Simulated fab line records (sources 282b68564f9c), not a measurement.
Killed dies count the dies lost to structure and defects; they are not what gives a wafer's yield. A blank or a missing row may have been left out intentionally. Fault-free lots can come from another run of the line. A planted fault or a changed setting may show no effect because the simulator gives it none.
Tool commonality check || flow rit_cmos || 13 lots, 39 wafers sampled

## WHAT PROMPTED THE OPENING
At RIT_SPACER_THK_MEAS_04 the reading SPACER_NITRIDE_THK is flagged on 1 of 13 lots. Wafers without a fault read 250 nm, standard deviation 3.1.
Rule: a lot gets a flag if all its wafers with a number sit over 4 standard deviations from that mean, or if no wafer of it has a number. The other lots count as sound.

{"lot": "L322", "measured": "day 3 00:43", "on": "film_metro-01", "SPACER_NITRIDE_THK (nm), wafer by wafer": "251 253 252", "flag": ""}
{"lot": "L323", "measured": "day 3 03:17", "on": "film_metro-03", "SPACER_NITRIDE_THK (nm), wafer by wafer": "251 250 250", "flag": ""}
{"lot": "L325", "measured": "day 3 17:32", "on": "film_metro-02", "SPACER_NITRIDE_THK (nm), wafer by wafer": "245 245 247", "flag": ""}
{"lot": "L326", "measured": "day 3 20:13", "on": "film_metro-01", "SPACER_NITRIDE_THK (nm), wafer by wafer": "249 249 250", "flag": ""}
{"lot": "L327", "measured": "day 4 05:52", "on": "film_metro-01", "SPACER_NITRIDE_THK (nm), wafer by wafer": "252 250 252", "flag": ""}
{"lot": "L328", "measured": "day 4 08:41", "on": "film_metro-02", "SPACER_NITRIDE_THK (nm), wafer by wafer": "249 248 247", "flag": ""}
{"lot": "L329", "measured": "day 4 11:08", "on": "film_metro-02", "SPACER_NITRIDE_THK (nm), wafer by wafer": "251 252 251", "flag": ""}
{"lot": "L330", "measured": "day 4 18:53", "on": "film_metro-01", "SPACER_NITRIDE_THK (nm), wafer by wafer": "256 256 255", "flag": ""}
{"lot": "L332", "measured": "day 5 06:03", "on": "film_metro-03", "SPACER_NITRIDE_THK (nm), wafer by wafer": "248 249 247", "flag": ""}
{"lot": "L334", "measured": "day 5 15:19", "on": "film_metro-03", "SPACER_NITRIDE_THK (nm), wafer by wafer": "169 170 168", "flag": "FLAGGED"}
{"lot": "L340", "measured": "day 7 02:41", "on": "film_metro-01", "SPACER_NITRIDE_THK (nm), wafer by wafer": "246 247 247", "flag": ""}
{"lot": "L342", "measured": "day 7 07:34", "on": "film_metro-01", "SPACER_NITRIDE_THK (nm), wafer by wafer": "242 246 245", "flag": ""}
{"lot": "L344", "measured": "day 7 18:50", "on": "film_metro-01", "SPACER_NITRIDE_THK (nm), wafer by wafer": "248 248 250", "flag": ""}
The mean of the flagged lots' numbers is 169 nm, -81 nm from the usual (-26 standard deviations).

## TOOL THAT RAN EACH LOT
The record keeps 1 process step preceding the reading, out of 202 steps on the route. Each cell gives the tool, then ch followed by the chambers the sampled wafers passed through, then the start.
{"lot": "L322", "flag": "", "RIT_SPACER_CVD_03": "lpcvd-01 ch 1, day 2 22:47"}
{"lot": "L323", "flag": "", "RIT_SPACER_CVD_03": "lpcvd-01 ch 1, day 3 01:20"}
{"lot": "L325", "flag": "", "RIT_SPACER_CVD_03": "lpcvd-02 ch 1, day 3 15:36"}
{"lot": "L326", "flag": "", "RIT_SPACER_CVD_03": "lpcvd-02 ch 0, day 3 18:17"}
{"lot": "L327", "flag": "", "RIT_SPACER_CVD_03": "lpcvd-01 ch 0, day 4 03:56"}
{"lot": "L328", "flag": "", "RIT_SPACER_CVD_03": "lpcvd-02 ch 1, day 4 06:47"}
{"lot": "L329", "flag": "", "RIT_SPACER_CVD_03": "lpcvd-01 ch 0, day 4 09:13"}
{"lot": "L330", "flag": "", "RIT_SPACER_CVD_03": "lpcvd-01 ch 1, day 4 16:57"}
{"lot": "L332", "flag": "", "RIT_SPACER_CVD_03": "lpcvd-02 ch 1, day 5 04:08"}
{"lot": "L334", "flag": "FLAGGED", "RIT_SPACER_CVD_03": "lpcvd-01 ch 0, day 5 13:24"}
{"lot": "L340", "flag": "", "RIT_SPACER_CVD_03": "lpcvd-02 ch 0, day 7 00:46"}
{"lot": "L342", "flag": "", "RIT_SPACER_CVD_03": "lpcvd-02 ch 0, day 7 05:38"}
{"lot": "L344", "flag": "", "RIT_SPACER_CVD_03": "lpcvd-02 ch 1, day 7 15:57"}
What the steps here do:
- RIT_SPACER_CVD_03: deposits Si3N4 from SiH2Cl2/NH3, target thk 250 nm, time 3300 s.
- RIT_SPACER_THK_MEAS_04

## FLAGGED OVER TOTAL, TOOL BY TOOL (the gauges that took the reading come last)
{"step": "RIT_SPACER_CVD_03", "tool": "lpcvd-01", "lots run": 6, "flagged": 1, "share of the flagged lots": "all", "sound lots run after its first flagged lot": 0}
{"step": "RIT_SPACER_CVD_03", "tool": "lpcvd-02", "lots run": 7, "flagged": 0, "share of the flagged lots": "none", "sound lots run after its first flagged lot": "-"}
{"step": "RIT_SPACER_THK_MEAS_04", "tool": "film_metro-01", "lots run": 7, "flagged": 0, "share of the flagged lots": "none", "sound lots run after its first flagged lot": "-"}
{"step": "RIT_SPACER_THK_MEAS_04", "tool": "film_metro-02", "lots run": 3, "flagged": 0, "share of the flagged lots": "none", "sound lots run after its first flagged lot": "-"}
{"step": "RIT_SPACER_THK_MEAS_04", "tool": "film_metro-03", "lots run": 3, "flagged": 1, "share of the flagged lots": "all", "sound lots run after its first flagged lot": 0}

## WHAT THE TABLE ALLOWS
2 rows of the table ran every flagged lot: lpcvd-01 at RIT_SPACER_CVD_03, film_metro-03 at RIT_SPACER_THK_MEAS_04.
- lpcvd-01 at RIT_SPACER_CVD_03: 1 of its 6 lots flagged. Last sound lot L330 at day 4 16:57, first flagged lot L334 at day 5 13:24; a fault beginning in between fits.
- film_metro-03 at RIT_SPACER_THK_MEAS_04: 1 of its 3 lots flagged. Last sound lot L332 at day 5 06:03, first flagged lot L334 at day 5 15:19; a fault beginning in between fits.
Because each of these 2 tools fits a fault that began at some hour, counting lots does not separate them. More lots, or a look at what each step does to the wafer, might.

## WHAT THE SIMULATOR HAD INSERTED
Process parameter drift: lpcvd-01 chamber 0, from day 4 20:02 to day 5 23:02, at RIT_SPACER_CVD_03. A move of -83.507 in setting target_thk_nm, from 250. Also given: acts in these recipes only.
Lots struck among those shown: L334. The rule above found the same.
